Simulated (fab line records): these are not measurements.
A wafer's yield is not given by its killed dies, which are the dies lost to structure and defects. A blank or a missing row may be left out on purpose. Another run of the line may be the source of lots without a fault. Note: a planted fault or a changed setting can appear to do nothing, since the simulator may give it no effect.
Struck lot and sound lot, side by side || flow ritCmos || 22 out of 202 route steps
Sound: wafers L545.3, L545.4, L545.6. Wafers struck: L551.1, L551.2, L551.4. At the end, the cause is stated.
Order at every step that has rows: each side's tool, ch and its chambers, its first start. Under that, the readings that differ: sound wafers || struck wafers || difference of the means || sigmas: that difference in standard deviations of wafers without a fault.
alike: same words and numbers on both sides, and readings whose means sit less than 2 such deviations apart. not compared: any withheld reading, any reading some wafer has no value for, any bound like >300 that may hide the same value, and any number with overlapping values for which the record gives no deviation.
A row with sigmas, a row that says differs or no value, or rows on one side alone: a step with any of these is where the two part. Non-overlapping numbers with no deviation appear without sigmas and do not part them. A reading missing from all wafers of one side parts the sides only when that side holds two or more wafers.

first, 2 steps without rows for these wafers: RIT_NSD_HARDBAKE_07 (time 60 s); RIT_NSD_IMPLANT_08.
RIT_NSD_STRIP_09: strips in O2, time 180 s.
  sound on plasmaAsher-03 ch 0,1, day 3 08:50; struck on plasmaAsher-04 ch 0,1, day 4 13:04
  alike: drypumpMotorCurrentA
  not compared: rfHoursCounterH
RIT_NSD_TW_MEAS_10:
  struck on filmMetro-03, day 4 13:14; sound on filmMetro-04, day 3 08:59
  alike: NSD_TW
then, 6 steps without rows for these wafers: RIT_PSD_HMDS_00 (prime time 60 s); RIT_PSD_COAT_01 (resist thk 1000 nm); RIT_PSD_SOFTBAKE_02 (time 60 s); RIT_PSD_EXPOSE_03 (exposes mask M10, target cd 40900 nm); RIT_PSD_PEB_04; RIT_PSD_DEVELOP_05 (develop time 50 s).
RIT_PSD_OVL_MEAS_06:
  struck on overlay-01, day 4 14:16; sound on overlay-01, day 3 10:01
{"reading": "PSD_OVL (nm)", "sound": "-1.7 -1.4 -1.8", "struck": "1.0 0.7 1.5", "difference": "+2.7", "sigmas": "+2"}
then, 1 step without rows for these wafers: RIT_PSD_HARDBAKE_07 (time 60 s).
RIT_PSD_IMPLANT_08:
  sound on implanter-01 ch 0, day 3 10:14; struck on implanter-01 ch 0, day 4 14:28
{"reading": "doseIonsCm2", "sound": "5.01e+15 5.002e+15 5.003e+15", "struck": "2.135e+15 2.132e+15 2.135e+15", "difference": -2.871e+15, "sigmas": "-99 or more"}
{"reading": "faradayCurrentUA", "sound": "11342 10494 10478", "struck": "6742 6570 6536", "difference": -4155, "sigmas": -3}
  alike: endStationPressureTorr
RIT_PSD_STRIP_09: strips in O2, time 180 s.
  sound on plasmaAsher-01 ch 0,1, day 3 10:23; struck on plasmaAsher-03 ch 0,1, day 4 14:37
  alike: drypumpMotorCurrentA
  not compared: rfHoursCounterH
RIT_PSD_TW_MEAS_10:
  struck on filmMetro-03, day 4 14:47; sound on filmMetro-04, day 3 10:32
{"reading": "PSD_TW", "sound": "3421 3429 3434", "struck": "3072 3076 3072", "difference": -355, "sigmas": -25}
then, 3 steps without rows for these wafers: RIT_SDANNEAL_CLEAN_00 (cleans in SC1, time 600 s); RIT_SDANNEAL_CLEAN_01 (cleans in dHF, time 30 s); RIT_SDANNEAL_CLEAN_02 (cleans in SC2, time 600 s).
RIT_SDANNEAL_RTA_03: time 5 s.
  sound on rtpAnneal-01 ch 0, day 3 10:58; struck on rtpAnneal-01 ch 0, day 4 15:13
  alike: rampDownCPerS, wafer_temp_C_max
RIT_SDANNEAL_RS_MEAS_04: uses a four-point probe to measure.
  struck on filmMetro-04, day 4 15:16; sound on filmMetro-03, day 3 11:03
{"reading": "PSD_RS (ohm/sq)", "sound": "115.5 115.9 115.7", "struck": "128.2 127.7 128.2", "difference": "+12.3", "sigmas": "+39"}
RIT_SDANNEAL_RS_MEAS_05: uses a four-point probe to measure.
  struck on filmMetro-04, day 4 15:23; sound on filmMetro-03, day 3 11:10
  alike: NSD_RS
RIT_M1_PROBE_99:
  struck on prober-02, day 4 22:38; sound on prober-02, day 3 18:41
{"reading": "model.etest.pmos_0p3.rOnOhmUm", "sound": "6151 6191 6238", "struck": "6561 6648 6752", "difference": "+460", "sigmas": ""}
{"reading": "model.etest.pmosTurned.rOnOhmUm", "sound": "3210 3239 3268", "struck": "3512 3593 3699", "difference": "+362", "sigmas": ""}
{"reading": "model.etest.pmos_0p15.rOnOhmUm", "sound": "2623 2663 2674", "struck": "2860 2946 2997", "difference": "+281", "sigmas": ""}
{"reading": "model.etest.contactPplus.endOhmUm", "sound": "42.54 42.97 42.77", "struck": "65.95 67.02 65.93", "difference": "+23.54", "sigmas": ""}
{"reading": "model.etest.pmos_0p15.driveUaUm", "sound": "268.2 262.9 262.3", "struck": "249.3 240.4 233.2", "difference": -23.5, "sigmas": ""}
{"reading": "model.etest.pmos_0p3.driveUaUm", "sound": "103.3 102.2 102.1", "struck": "95.94 94.14 92.29", "difference": -8.41, "sigmas": ""}
{"reading": "model.etest.pmosNarrow.driveUaUm", "sound": "105.1 103.2 105.5", "struck": "98 94.01 93.68", "difference": -9, "sigmas": ""}
{"reading": "model.etest.ppolyLine.rsOhmSq", "sound": "16.24 16.37 16.28", "struck": "16.93 16.96 17", "difference": "+0.67", "sigmas": ""}
  alike: killedAtContacts, killedAtFrontEnd, killedDies, killedOnRim, killedOpen, killedShort

WHERE THEY PART
Last at RIT_SDANNEAL_RS_MEAS_04 as far as this record goes, first at RIT_PSD_OVL_MEAS_06. Later steps at which nothing parts them and some readings are alike: RIT_SDANNEAL_RS_MEAS_05, RIT_M1_PROBE_99.

WHY: the cause the simulator had injected
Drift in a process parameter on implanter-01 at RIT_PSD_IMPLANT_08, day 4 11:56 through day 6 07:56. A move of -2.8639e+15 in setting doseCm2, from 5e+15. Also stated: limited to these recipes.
